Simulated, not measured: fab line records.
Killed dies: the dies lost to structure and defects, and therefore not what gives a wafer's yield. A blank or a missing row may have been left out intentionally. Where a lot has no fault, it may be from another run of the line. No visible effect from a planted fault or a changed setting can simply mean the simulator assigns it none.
Split-lot experiment | flow ritCmos | 23 wafers read across 5 lots, on a route 202 steps long

## THE SPLIT
At RIT_M1_COAT_04 (resist thk 1300 nm), the setting spinRpm was moved away from the recipe's 2000 rpm on 10 of the 23 wafers read, by -2.7% to +7.3%. For the rest of the wafers, this setting stayed at what the recipe calls for.

The split's own step is where the reading is taken.

## THE READING
NOVOLAK_of_M1_COAT_04.thkNm (the simulator's own value, which no gauge read), in nm, at RIT_M1_COAT_04 (resist thk 1300 nm). The file does not state a usual value for it. Here, 13 wafers ran the recipe; their average is 1300 nm with a standard deviation of 3.2 nm.

wafer  | tool, chamber at the split | spinRpm as run, rpm | against the recipe | NOVOLAK_of_M1_COAT_04.thkNm, nm | against lot-mates on the recipe
L074.1 | lithoTrack-01, 0           | 2000                | recipe             | 1299                            | -
L074.2 | lithoTrack-01, 0           | 2000                | recipe             | 1299                            | -
L074.3 | lithoTrack-01, 0           | 1945                | -2.7%              | 1316                            | +19
L074.5 | lithoTrack-01, 0           | 2000                | recipe             | 1294                            | -
L074.6 | lithoTrack-01, 0           | 1945                | -2.7%              | 1314                            | +17
L075.1 | lithoTrack-04, 0           | 2077                | +3.8%              | 1276                            | -26
L075.2 | lithoTrack-04, 0           | 2077                | +3.8%              | 1277                            | -24
L075.3 | lithoTrack-04, 0           | 2000                | recipe             | 1302                            | -
L075.4 | lithoTrack-04, 0           | 2000                | recipe             | 1301                            | -
L075.6 | lithoTrack-04, 0           | 2077                | +3.8%              | 1281                            | -20
L077.1 | lithoTrack-03, 0           | 2046                | +2.3%              | 1288                            | -14
L077.2 | lithoTrack-03, 0           | 2000                | recipe             | 1303                            | -
L077.3 | lithoTrack-03, 0           | 2000                | recipe             | 1299                            | -
L077.4 | lithoTrack-03, 0           | 2046                | +2.3%              | 1291                            | -11
L077.5 | lithoTrack-03, 0           | 2000                | recipe             | 1304                            | -
L078.2 | lithoTrack-01, 0           | 2000                | recipe             | 1297                            | -
L078.3 | lithoTrack-01, 0           | 2000                | recipe             | 1298                            | -
L078.5 | lithoTrack-01, 0           | 2000                | recipe             | 1300                            | -
L085.1 | lithoTrack-03, 0           | 2000                | recipe             | 1302                            | -
L085.3 | lithoTrack-03, 0           | 2146                | +7.3%              | 1261                            | -44
L085.4 | lithoTrack-03, 0           | 2146                | +7.3%              | 1262                            | -42
L085.5 | lithoTrack-03, 0           | 2146                | +7.3%              | 1260                            | -44
L085.6 | lithoTrack-03, 0           | 2000                | recipe             | 1307                            | -

THE FIT
A straight line over all 23 wafers: NOVOLAK_of_M1_COAT_04.thkNm changes by -5.43 nm for each +1% of spinRpm; r = -0.98; the points scatter about the line by 2.8 nm.
The same after taking each lot's own level away (the mean of its wafers on the recipe; 23 wafers): -6.03 nm for each +1%; r = -0.99; scatter 1.9 nm.
Per that fit: largest spinRpm move, reading shift of 44 nm.
Across the lots, their own levels run from 1297.3 to 1304.5 nm, a range of 2.2 times the standard deviation given above.
The two slopes are in agreement: the lot-to-lot level therefore moves the slope only a little.
Check: with one of the wafers moved furthest among these (+7.3%) left out of the fit, the line predicts -43.8 nm for it against its lot-mates. Against them it came out at -43.5 nm.

## FURTHER SPLITS ON THESE WAFERS
Other splits were also applied to these wafers ahead of the reading. Each is held against what the fit with the lots' levels taken away leaves over:
other split on the same wafers | wafers away from the commonest value | r with NOVOLAK_of_M1_COAT_04.thkNm (lot level and that fit taken away)
RIT_SILICIDE_SPUTTER_01 powerW | 5                                    | +0.34

## THE FILE'S OWN FIT
NOVOLAK_of_M1_COAT_04.thkNm changes by -5.97 nm for each +1% of spinRpm, r = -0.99.
